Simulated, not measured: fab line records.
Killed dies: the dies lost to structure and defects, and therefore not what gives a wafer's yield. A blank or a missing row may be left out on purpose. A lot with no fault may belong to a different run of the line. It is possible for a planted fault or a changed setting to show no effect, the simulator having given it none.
What tool caused it?    flow rit cmos    14 lots, 42 wafers sampled, at 2 steps of a route of 202

## WHAT THE GAUGES SHOWED, per wafer
RIT_PLDD_OVL_MEAS_06.
lot   measured     on          PLDD_OVL (nm)
L847  day 2 17:54  overlay-02  0.8 1.6 0.4
L848  day 2 23:56  overlay-01  0.8 0.6 0.5
L849  day 3 05:45  overlay-02  1.4 -0.4 -1.4
L850  day 3 09:59  overlay-02  1.3 0.0 0.4
L851  day 3 14:22  overlay-02  -0.3 0.5 0.8
L852  day 3 19:01  overlay-02  0.1 -1.2 -1.0
L853  day 4 01:40  overlay-02  -148.9 -150.1 -148.4 -148.2 -149.5 -148.1
L857  day 4 22:48  overlay-01  0.0 -0.3 -1.4
L858  day 5 04:02  overlay-02  -149.2 -149.4 -147.8 -148.8 -148.9 -147.3
L864  day 6 14:19  overlay-02  0.4 1.1 1.1
L866  day 7 04:19  overlay-01  1.1 -1.7 0.1
L867  day 7 05:47  overlay-01  0.1 -1.1 -2.0
L868  day 7 11:04  overlay-01  1.2 -0.2 1.5
L869  day 7 15:51  overlay-01  0.6 -1.0 -2.2

## TOOL THAT RAN EACH LOT (tool first, then ch and the chambers of the sampled wafers, then the start)
lot   RIT_PLDD_EXPOSE_03
L847  iline stepper-01 ch 0, day 2 17:29
L848  iline stepper-02 ch 0, day 2 23:33
L849  iline stepper-01 ch 0, day 3 05:17
L850  iline stepper-01 ch 0, day 3 09:35
L851  iline stepper-01 ch 0, day 3 13:58
L852  iline stepper-02 ch 0, day 3 18:37
L853  iline stepper-01 ch 0, day 4 01:16
L857  iline stepper-02 ch 0, day 4 22:24
L858  iline stepper-01 ch 0, day 5 03:41
L864  iline stepper-02 ch 0, day 6 13:50
L866  iline stepper-02 ch 0, day 7 03:55
L867  iline stepper-02 ch 0, day 7 05:20
L868  iline stepper-02 ch 0, day 7 10:40
L869  iline stepper-02 ch 0, day 7 15:19
- RIT_PLDD_EXPOSE_03: exposes mask M8, target cd 40900 nm.

## AS READ BY THE TOOLS THEMSELVES (means over the sampled wafers that have a number; for cases with no such wafer, the mark the record gives instead)
The record holds no such reading with a usual standard deviation.

## THE ANSWER, worked out from the rows above alone
Rule: the lots themselves supply what counts as usual. Put in order of their means at a reading, lots are off if they are a third of the lots or fewer, leave a main group of 4 or more, and stand apart from it by a gap of 3 or more times the standard deviation of the main group's means; of several such gaps the widest counts. Not used: any main group whose means are identical at the precision the tables above print for the reading. A lot without any number at a reading at which 4 lots or more have one is off too. All remaining lots with rows at the step are treated as sound. First the gauges in route order, then the tools' own readings, where a lot's mean is used as printed above. At the first step where some lot is off, the reading lying furthest off is the one used; lots without a number count as furthest.
Off: L853, L858, at RIT_PLDD_OVL_MEAS_06 (PLDD_OVL). For the main group the mean is 0.1 nm and the standard deviation 0.69.
A tool fits if, at a process step before that reading, it ran every lot that is off, and no sound lot after the first of them. The gauges at RIT_PLDD_OVL_MEAS_06 are tried like those tools. One fits: RIT_PLDD_EXPOSE_03 on iline stepper-01. Its last sound lot is L851 (day 3 13:58), its first lot that is off L853 (day 4 01:16): a fault that began between those two fits.

## WHAT HAD BEEN PUT IN BY THE SIMULATOR
Scanner matching overlay: iline stepper-01, from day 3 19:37 on, at RIT_PLDD_EXPOSE_03. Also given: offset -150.
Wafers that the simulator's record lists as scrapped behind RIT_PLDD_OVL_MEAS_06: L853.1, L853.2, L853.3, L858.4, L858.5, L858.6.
Struck lots among those shown: L853, L858. The rule above found the same.
